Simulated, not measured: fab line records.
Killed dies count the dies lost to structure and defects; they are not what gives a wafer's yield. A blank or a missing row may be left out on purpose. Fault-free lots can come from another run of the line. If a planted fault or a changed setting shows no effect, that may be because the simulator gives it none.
fab line records	flow berkeley-cmos170
record lots=14	wafers=42	last-day=12
route steps=331 shown PWELL@49 V2@306 M3@310
lots that met no fault: from a run of the same line without faults
start-h: start of the lot's first displayed wafer, in hours after the record's first day	wait-h: hours since the lot's step before	" as in the row above	L1.1+2: several wafers, shown together as one row	- no value, or no start given	* or withheld: withheld	< > ~ a bound
route shown NAME@n: a module of which the file shows steps, and the number in the route of the first	usual: average and standard deviation across the fault-free wafers	same: alike in all rows	chamber/n: place in a boat	sites: each site's reading	_std_site: standard deviation across them	_edge_site: the outer-site mean with the inner-site mean subtracted	radius-mm: how far each site lies from the wafer's centre	mask NAME#n: copy n	behind: the last tool/chamber to shape the wafer	hold: reason for holding the lot/hours on hold/outcome of the hold	device: whichever transistor did not switch (one of n, p or np)	end of line: the same wafers' tests at the end of the route	step lacking rows: just its recipe	killed: count of dies lost to structure and defects at first sort (not the wafer's yield)	map: shows each die of a wafer: x if killed, . if not, _ if none is there
set.NAME: the setting that was run; set.NAME@STEP: the one run at that earlier step	model.NAME: the simulator's own value behind a step, which no gauge read
steps of the route over a sample of lots; a table a step, a row a wafer
services: the hour from which a tool's chamber was out of use, counted from the record's first day as start-h (under 0 if before that day), plus the number of hours and why
## steps
# step UCB170_PWELL_IMPLANT_15
# recipe species=B	dose-cm2=5e+12	energy-kev=60	tilt-deg=7
# usual dose-ions-cm2=5e+12/5.9e+09	faraday-current-uA=15.8/0.31
lot.wafer	tool	chamber	start-h	wait-h	dose-ions-cm2	faraday-current-uA
L747.1	implanter-03	0	56.75	0.1	5.003e+12	15.7
L747.2	"	0	"	"	4.994e+12	16.4
L747.6	"	0	"	"	4.998e+12	16.0
L748.2	implanter-04	0	57.02	0.1	4.999e+12	16.0
L748.4	"	0	"	"	5.004e+12	16.0
L748.5	"	0	"	"	5.002e+12	16.2
L749.3	implanter-02	0	66.94	0.1	5.001e+12	15.7
L749.4	"	0	"	"	5e+12	16.2
L749.5	"	0	"	"	5.001e+12	15.7
L751.1	implanter-04	0	76.37	0.1	4.998e+12	16.1
L751.5	"	0	"	"	5.001e+12	15.7
L751.6	"	0	"	"	4.992e+12	15.6
L752.2	implanter-03	0	87.57	0.1	4.999e+12	15.3
L752.3	"	0	"	"	5.003e+12	15.3
L752.5	"	0	"	"	5.003e+12	16.2
L753.1	implanter-04	0	87.90	0.1	5.005e+12	16.0
L753.2	"	0	"	"	5.011e+12	15.5
L753.4	"	0	"	"	5.008e+12	15.6
L757.2	implanter-04	0	118.66	0.1	5e+12	16.0
L757.4	"	0	"	"	5.011e+12	16.0
L757.5	"	0	"	"	5.012e+12	15.7
L756.3	implanter-04	0	118.96	0.1	5.006e+12	16.1
L756.4	"	0	"	"	5.006e+12	16.2
L756.5	"	0	"	"	5.007e+12	16.0
L759.1	implanter-02	0	122.15	0.1	4.995e+12	15.6
L759.4	"	0	"	"	4.996e+12	15.7
L759.5	"	0	"	"	4.991e+12	15.5
L760.1	implanter-04	0	122.42	0.1	4.141e+12	13.1
L760.3	"	0	"	"	4.137e+12	13.6
L760.6	"	0	"	"	4.141e+12	13.1
L762.2	implanter-03	0	143.43	0.1	4.999e+12	15.9
L762.5	"	0	"	"	5.001e+12	15.3
L762.6	"	0	"	"	4.997e+12	15.4
L766.2	implanter-02	0	143.85	0.1	4.996e+12	15.9
L766.3	"	0	"	"	5.005e+12	15.9
L766.4	"	0	"	"	4.998e+12	15.7
L767.2	implanter-04	0	143.98	0.1	4.154e+12	12.3
L767.5	"	0	"	"	4.148e+12	13.1
L767.6	"	0	"	"	4.149e+12	13.2
L769.2	implanter-03	0	152.64	0.1	4.996e+12	15.8
L769.4	"	0	"	"	5.003e+12	15.1
L769.5	"	0	"	"	4.998e+12	16.0
# step UCB170_PWELL_TW_MEAS_17
# usual PWELL_TW=378/3.3
lot.wafer	tool	chamber	start-h	wait-h	PWELL_TW
L747.1	film-metro-02	-	57.00	0.1	376
L747.2	"	-	"	"	378
L747.6	"	-	"	"	376
L748.2	film-metro-01	-	57.25	0.1	383
L748.4	"	-	"	"	380
L748.5	"	-	"	"	383
L749.3	film-metro-04	-	67.16	0.1	372
L749.4	"	-	"	"	373
L749.5	"	-	"	"	374
L751.1	film-metro-02	-	76.62	0.1	379
L751.5	"	-	"	"	380
L751.6	"	-	"	"	376
L752.2	film-metro-01	-	87.80	0.1	382
L752.3	"	-	"	"	382
L752.5	"	-	"	"	384
L753.1	film-metro-02	-	88.15	0.1	377
L753.2	"	-	"	"	378
L753.4	"	-	"	"	378
L757.2	film-metro-02	-	118.93	0.1	382
L757.4	"	-	"	"	380
L757.5	"	-	"	"	381
L756.3	film-metro-01	-	119.18	0.1	380
L756.4	"	-	"	"	381
L756.5	"	-	"	"	382
L759.1	film-metro-04	-	122.40	0.1	374
L759.4	"	-	"	"	372
L759.5	"	-	"	"	373
L760.1	film-metro-01	-	122.67	0.1	362
L760.3	"	-	"	"	362
L760.6	"	-	"	"	360
L762.2	film-metro-01	-	143.67	0.1	382
L762.5	"	-	"	"	383
L762.6	"	-	"	"	379
L766.2	film-metro-01	-	144.08	0.1	381
L766.3	"	-	"	"	383
L766.4	"	-	"	"	383
L767.2	film-metro-02	-	144.22	0.1	357
L767.5	"	-	"	"	357
L767.6	"	-	"	"	359
L769.2	film-metro-04	-	152.88	0.1	376
L769.4	"	-	"	"	374
L769.5	"	-	"	"	377
# step UCB170_V2_ETCH_14
# recipe chemistry=CHF3/CF4/Ar	target=SiO2	stop-on=Al	CHF3_flow_sccm=45	cf4-flow-sccm=15	Ar_flow_sccm=150	pressure-mtorr=200	rf-w=700	target-depth-a=12500	over-etch-frac=0.25	time-s=291
# usual drypump-motor-current-A=5.5/0.51	oes-product-au=0.878/0.009	throttle-valve-pct=6.96/0.12
# same time-s=291
lot.wafer	tool	chamber	start-h	wait-h	drypump-motor-current-A	oes-product-au	rf-hours-counter-h	throttle-valve-pct
L748.2	rie-diel-03	0	196.78	0.0	5.6	0.866	39	6.79
L748.4	"	0	"	"	5.6	0.869	-	6.78
L748.5	"	3	"	"	5.7	0.874	-	7.16
L747.1	rie-diel-02	1	198.50	0.0	5.1	0.871	58	7.02
L747.2	"	0	"	"	5.3	0.885	19	6.81
L747.6	"	1	"	"	5.1	0.873	-	7.03
L751.1	rie-diel-02	1	200.69	0.0	5.1	0.873	59	6.99
L751.5	"	3	"	"	5.9	0.885	-	6.95
L751.6	"	0	"	"	5.3	0.885	-	6.83
L749.3	rie-diel-02	3	204.22	0.0	5.9	0.884	114	6.94
L749.4	"	0	"	"	5.3	0.888	19	6.81
L749.5	"	0	"	"	5.3	0.882	-	6.82
L753.1	rie-diel-03	3	212.32	0.0	5.7	0.878	112	7.17
L753.2	"	0	"	"	5.6	0.866	40	6.77
L753.4	"	2	"	"	5.5	0.883	68	7.10
L752.2	rie-diel-03	2	217.24	0.0	5.4	0.891	68	7.09
L752.3	"	3	"	"	5.7	0.879	112	7.18
L752.5	"	3	"	"	5.7	0.875	-	7.17
L757.2	rie-diel-03	2	251.19	0.0	5.5	0.888	69	7.09
L757.4	"	0	"	"	5.6	0.870	42	6.77
L757.5	"	3	"	"	5.7	0.873	-	7.16
L759.1	rie-diel-02	3	252.19	0.0	5.9	0.879	117	6.95
L759.4	"	1	"	"	5.2	0.873	61	7.01
L759.5	"	3	"	"	6.0	0.890	-	6.95
L760.1	rie-diel-03	1	252.46	0.0	4.8	0.899	8	6.98
L760.3	"	2	"	"	5.5	0.891	69	7.09
L760.6	"	2	"	"	5.5	0.889	-	7.07
L756.3	rie-diel-01	1	253.29	0.0	6.4	0.862	21	6.87
L756.4	"	2	"	"	5.0	0.877	33	7.10
L756.5	"	3	"	"	6.0	0.876	-	7.04
L767.2	rie-diel-01	0	263.61	0.0	5.0	0.885	62	6.95
L767.5	"	2	"	"	5.0	0.883	-	7.11
L767.6	"	1	"	"	6.4	0.867	-	6.86
L766.2	rie-diel-01	0	271.40	0.0	5.0	0.883	62	6.94
L766.3	"	2	"	"	5.1	0.896	34	7.13
L766.4	"	1	"	"	6.3	0.863	22	6.88
L762.2	rie-diel-01	0	272.07	0.0	5.0	0.880	62	6.94
L762.5	"	1	"	"	6.4	0.857	-	6.87
L762.6	"	0	"	"	5.0	0.868	-	6.94
L769.2	rie-diel-02	1	287.76	0.0	5.2	0.874	63	7.01
L769.4	"	0	"	"	5.3	0.884	-	6.82
L769.5	"	3	"	"	5.9	0.888	-	6.96
# step UCB170_V2_STRIP_15
# recipe chemistry=O2	power-w=400	pressure-mtorr=3500	platen-temp-c=withheld	o2-flow-sccm=400	overash-fraction=0.5
# usual drypump-motor-current-A=5.8/0.6	o2-flow-sccm=400.1/1.3	oes-product-au=0.722/0.0041	strip-time-to-endpoint-s=15.32/0.16
lot.wafer	tool	chamber	start-h	wait-h	drypump-motor-current-A	o2-flow-sccm	oes-product-au	rf-hours-counter-h	strip-time-to-endpoint-s
L748.2	plasma-asher-01	1	196.96	0.1	5.5	400.1	0.722	45	15.66
L748.4	"	0	"	"	5.6	398.4	0.720	-	15.70
L748.5	"	1	"	"	5.5	400.6	0.725	-	15.65
L747.1	plasma-asher-02	1	198.68	0.1	5.6	399.1	0.714	49	15.27
L747.2	"	0	"	"	6.6	400.2	0.723	49	15.25
L747.6	"	1	"	"	5.6	399.1	0.717	-	15.25
L751.1	plasma-asher-02	0	200.86	0.1	6.6	399.9	0.716	49	15.32
L751.5	"	0	"	"	6.5	400.5	0.722	-	15.45
L751.6	"	1	"	"	5.6	403.6	0.720	-	15.26
L749.3	plasma-asher-01	1	204.44	0.1	5.5	400.2	0.724	-	15.39
L749.4	"	0	"	"	5.5	398.6	0.721	-	15.24
L749.5	"	1	"	"	5.6	398.3	0.720	-	15.31
L753.1	plasma-asher-02	1	212.50	0.1	5.6	401.0	0.720	50	15.62
L753.2	"	0	"	"	6.5	397.2	0.729	50	15.54
L753.4	"	0	"	"	6.6	401.5	0.722	-	15.60
L752.2	plasma-asher-04	0	217.42	0.1	5.1	399.4	0.723	12	15.37
L752.3	"	0	"	"	5.1	400.9	0.724	-	15.52
L752.5	"	0	"	"	5.1	401.1	0.714	-	15.50
L757.2	plasma-asher-01	0	251.37	0.1	5.6	399.6	0.722	52	15.48
L757.4	"	0	"	"	5.6	397.8	0.720	-	15.51
L757.5	"	0	"	"	5.5	399.9	0.720	-	15.57
L759.1	plasma-asher-04	1	252.37	0.1	6.7	402.9	0.725	16	15.60
L759.4	"	1	"	"	6.7	401.9	0.721	-	15.40
L759.5	"	1	"	"	6.7	400.3	0.717	-	15.55
L760.1	plasma-asher-01	0	252.64	0.1	5.6	401.3	0.730	52	15.12
L760.3	"	0	"	"	5.6	400.1	0.724	-	15.39
L760.6	"	0	"	"	5.5	402.1	0.723	-	15.40
L756.3	plasma-asher-02	1	253.50	0.1	5.6	400.1	0.728	-	15.13
L756.4	"	0	"	"	6.6	399.6	0.724	-	15.21
L756.5	"	1	"	"	5.6	399.8	0.720	-	15.49
L767.2	plasma-asher-01	0	263.79	0.1	5.6	399.7	0.719	54	15.21
L767.5	"	1	"	"	5.5	400.1	0.717	-	15.13
L767.6	"	0	"	"	5.5	400.0	0.719	-	15.04
L766.2	plasma-asher-04	0	271.58	0.1	5.1	400.6	0.729	19	15.13
L766.3	"	1	"	"	6.7	401.4	0.723	-	15.13
L766.4	"	0	"	"	5.1	399.1	0.721	-	15.19
L762.2	plasma-asher-04	0	272.24	0.1	5.1	398.2	0.727	19	15.30
L762.5	"	0	"	"	5.1	400.4	0.716	-	15.21
L762.6	"	1	"	"	6.7	400.6	0.720	-	15.29
L769.2	plasma-asher-04	1	287.94	0.1	6.7	401.6	0.721	21	15.37
L769.4	"	0	"	"	5.1	399.7	0.717	-	15.41
L769.5	"	0	"	"	5.1	400.1	0.719	-	15.49
# step UCB170_M3_SPUTTER_01
# recipe material=Al	target-thk-nm=900	time-s=120	power-w=6000	chamber-pressure-pa=0.5
# usual throttle-valve-pct=29.6/1
# same time-s=120
lot.wafer	tool	chamber	start-h	wait-h	throttle-valve-pct
L748.2	pvd-sputter-03	-	197.24	0.0	28.5
L748.4	"	-	"	"	29.2
L748.5	"	-	"	"	29.3
L747.1	pvd-sputter-04	-	198.96	0.0	31.5
L747.2	"	-	"	"	30.6
L747.6	"	-	"	"	31.4
L751.1	pvd-sputter-03	-	201.15	0.0	29.0
L751.5	"	-	"	"	30.1
L751.6	"	-	"	"	29.1
L749.3	pvd-sputter-01	-	204.69	0.0	31.0
L749.4	"	-	"	"	30.2
L749.5	"	-	"	"	30.7
L753.1	pvd-sputter-03	-	212.79	0.0	29.0
L753.2	"	-	"	"	29.0
L753.4	"	-	"	"	29.2
L752.2	pvd-sputter-01	-	217.70	0.0	28.6
L752.3	"	-	"	"	30.8
L752.5	"	-	"	"	28.3
L757.2	pvd-sputter-03	-	251.65	0.0	30.4
L757.4	"	-	"	"	29.0
L757.5	"	-	"	"	28.9
L759.1	pvd-sputter-04	-	252.65	0.0	28.2
L759.4	"	-	"	"	31.1
L759.5	"	-	"	"	27.6
L760.1	pvd-sputter-01	-	252.93	0.0	28.5
L760.3	"	-	"	"	31.2
L760.6	"	-	"	"	30.1
L756.3	pvd-sputter-03	-	253.75	0.0	30.2
L756.4	"	-	"	"	29.5
L756.5	"	-	"	"	29.2
L767.2	pvd-sputter-03	-	264.07	0.0	29.3
L767.5	"	-	"	"	29.2
L767.6	"	-	"	"	28.9
L766.2	pvd-sputter-03	-	271.87	0.0	29.0
L766.3	"	-	"	"	28.5
L766.4	"	-	"	"	29.1
L762.2	pvd-sputter-04	-	272.54	0.0	28.2
L762.5	"	-	"	"	29.0
L762.6	"	-	"	"	31.1
L769.2	pvd-sputter-01	-	288.23	0.0	30.7
L769.4	"	-	"	"	30.6
L769.5	"	-	"	"	30.8
## services
tool	chamber	start-h	hours	kind
pvd-sputter-01	-	34.82	4.6	repair
rie-diel-02	0	51.02	4.0	repair
plasma-asher-04	-	56.67	0.7	repair
rie-diel-03	-	71.16	0.5	repair
pvd-sputter-03	-	74.18	1.8	repair
implanter-04	-	81.53	1.1	repair
rie-diel-01	1	85.78	5.2	repair
rie-diel-03	2	88.29	3.4	repair
rie-diel-03	0	92.58	7.0	repair
rie-diel-01	-	99.60	0.5	repair
plasma-asher-04	-	101.10	0.4	repair
plasma-asher-04	-	108.75	9.0	pm
implanter-03	-	113.15	10.0	repair
pvd-sputter-03	-	122.53	7.9	repair
rie-diel-01	2	131.92	29.8	repair
rie-diel-02	2	151.81	9.0	repair
implanter-03	-	153.08	2.7	repair
implanter-03	-	162.06	2.5	repair
plasma-asher-04	-	162.68	1.7	repair
rie-diel-03	2	196.66	6.9	repair
rie-diel-03	-	197.98	4.3	pm
plasma-asher-02	-	203.56	4.3	pm
rie-diel-01	3	213.76	7.8	repair
pvd-sputter-03	-	282.52	1.6	repair
## key
first-sign step=UCB170_PWELL_IMPLANT_15	reading=dose-ions-cm2	direction=down	sigmas=99+	usual=5e+12	struck=4.145e+12
effect step=UCB170_PWELL_IMPLANT_15	reading=faraday-current-uA	direction=down	sigmas=9	usual=15.8	struck=13.1
effect step=UCB170_PWELL_TW_MEAS_17	reading=PWELL_TW	direction=down	sigmas=5.7	usual=378	struck=359
met-at UCB170_PWELL_IMPLANT_15
struck-lots L760,L767
tester-left-out L760,L767
not-acting-at UCB170_V2_ETCH_14,UCB170_V2_STRIP_15,UCB170_M3_SPUTTER_01
onset-between 118.96 122.42
fault kind=process-parameter-drift	tool=implanter-04	chamber=-	onset-h=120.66	steps=UCB170_PWELL_IMPLANT_15	channel=dose-cm2	offset=-8.5e+11	shape=step	end-h=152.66	acts-in=these-recipes-only	stated=5e+12
# tester-left-out: of these lots the tester's yield and bins aren't shown, on N5 and GAA mostly nor the transistor test; their killed dies are dies lost to structure and defects alone, not to doping, threshold or leakage, so they don't give the yield
